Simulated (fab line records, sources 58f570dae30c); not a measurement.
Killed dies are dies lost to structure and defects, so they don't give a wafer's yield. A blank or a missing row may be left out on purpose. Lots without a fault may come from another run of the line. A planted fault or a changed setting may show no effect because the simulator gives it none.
Split-lot experiment | flow berkeley_cmos170 | 5 lots, 23 wafers read, on a route of 331 steps

THE SPLIT
At UCB170_V1_COAT_07 (resist thk 900 nm), the setting resist_thk_nm was moved away from the recipe's 900 nm on 4 of the 23 wafers read, by -3.4% to +5.2%. The other wafers ran this setting at the recipe's value.

FROM THE SPLIT TO THE READING: what the file shows between them, 2 steps
- UCB170_V1_SOFTBAKE_08: time 60 s
- UCB170_V1_EXPOSE_09: exposes mask VIA1, target cd 700 nm

THE READING
KrF_of_V1_COAT_07.thk_nm (the simulator's own value, which no gauge read), in nm, at UCB170_V1_ETCH_14 (etches SiO2 in CHF3/CF4/Ar, stops on Al, target depth 1250 nm, time 291 s). The file gives no usual value for it. The 19 wafers here that ran the recipe average 612.5 nm, standard deviation 3.5 nm.

wafer  | tool, chamber at the split | resist_thk_nm as run, nm | against the recipe | KrF_of_V1_COAT_07.thk_nm, nm | against lot-mates on the recipe
L074.1 | litho_track-01, 0          | 946.8                    | +5.2%              | 651.1                        | +42.7
L074.2 | litho_track-01, 0          | 946.8                    | +5.2%              | 657.6                        | +49.2
L074.3 | litho_track-01, 0          | 900                      | recipe             | 610                          | -
L074.4 | litho_track-01, 0          | 900                      | recipe             | 607.4                        | -
L074.6 | litho_track-01, 0          | 900                      | recipe             | 607.8                        | -
L078.1 | litho_track-02, 0          | 900                      | recipe             | 605.5                        | -
L078.3 | litho_track-02, 0          | 900                      | recipe             | 612.5                        | -
L078.4 | litho_track-02, 0          | 900                      | recipe             | 611.1                        | -
L078.5 | litho_track-02, 0          | 900                      | recipe             | 612.6                        | -
L078.6 | litho_track-02, 0          | 900                      | recipe             | 612.1                        | -
L080.1 | litho_track-03, 0          | 900                      | recipe             | 614.4                        | -
L080.2 | litho_track-03, 0          | 900                      | recipe             | 611.2                        | -
L080.3 | litho_track-03, 0          | 869.5                    | -3.4%              | 577.1                        | -35.3
L080.4 | litho_track-03, 0          | 869.5                    | -3.4%              | 582.5                        | -29.9
L080.6 | litho_track-03, 0          | 900                      | recipe             | 611.5                        | -
L082.1 | litho_track-01, 0          | 900                      | recipe             | 615.2                        | -
L082.2 | litho_track-01, 0          | 900                      | recipe             | 616.6                        | -
L082.4 | litho_track-01, 0          | 900                      | recipe             | 614                          | -
L085.1 | litho_track-03, 0          | 900                      | recipe             | 615.1                        | -
L085.2 | litho_track-03, 0          | 900                      | recipe             | 620.4                        | -
L085.4 | litho_track-03, 0          | 900                      | recipe             | 610.1                        | -
L085.5 | litho_track-03, 0          | 900                      | recipe             | 616.7                        | -
L085.6 | litho_track-03, 0          | 900                      | recipe             | 614.2                        | -

THE FIT
A straight line over all 23 wafers: KrF_of_V1_COAT_07.thk_nm changes by +8.55 nm for each +1% of resist_thk_nm; r = +0.97; the points scatter about the line by 3.8 nm.
The same after taking each lot's own level away (the mean of its wafers on the recipe; 23 wafers): +9.08 nm for each +1%; r = +0.99; scatter 2.7 nm.
On that fit, the largest move of resist_thk_nm shifts the reading by 47 nm.
The lots' own levels span 608.40 to 615.30 nm, that is 2.0 times the standard deviation above.
So the lot-to-lot level changes the slope little: the two slopes agree.
Check: with one of the wafers moved furthest among these (+5.2%) left out of the fit, the line predicts +49.5 nm for it against its lot-mates. It came out at +42.7 nm against them.

OTHER SPLITS ON THESE WAFERS
These wafers also went through other splits before the reading. Each is held against what the fit with the lots' levels taken away leaves over:
other split on the same wafers | wafers away from the commonest value | r with KrF_of_V1_COAT_07.thk_nm (lot level and that fit taken away)
UCB170_M1_PEB_07 peb_temp_c    | 6                                    | -0.37

THE WHOLE CHAIN: every reading that the file lists as answering this split, in the file's order
step               | what it does                                                              | reading                                                                   | change (the file's fit)              | r (the file's)
UCB170_V1_COAT_07  | resist thk 900 nm                                                         | KrF_of_V1_COAT_07.thk_nm (the simulator's own value, which no gauge read) | +9 nm for each +1% of the setting    | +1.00
UCB170_V1_ETCH_14  | etches SiO2 in CHF3/CF4/Ar, stops on Al, target depth 1250 nm, time 291 s | KrF_of_V1_COAT_07.thk_nm (the simulator's own value, which no gauge read) | +9.06 nm for each +1% of the setting | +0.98
UCB170_V1_STRIP_15 | strips in O2                                                              | strip_time_to_endpoint_s                                                  | withheld for each +1% of the setting | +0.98

THE FILE'S OWN FIT
KrF_of_V1_COAT_07.thk_nm changes by +9.06 nm for each +1% of resist_thk_nm, r = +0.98.
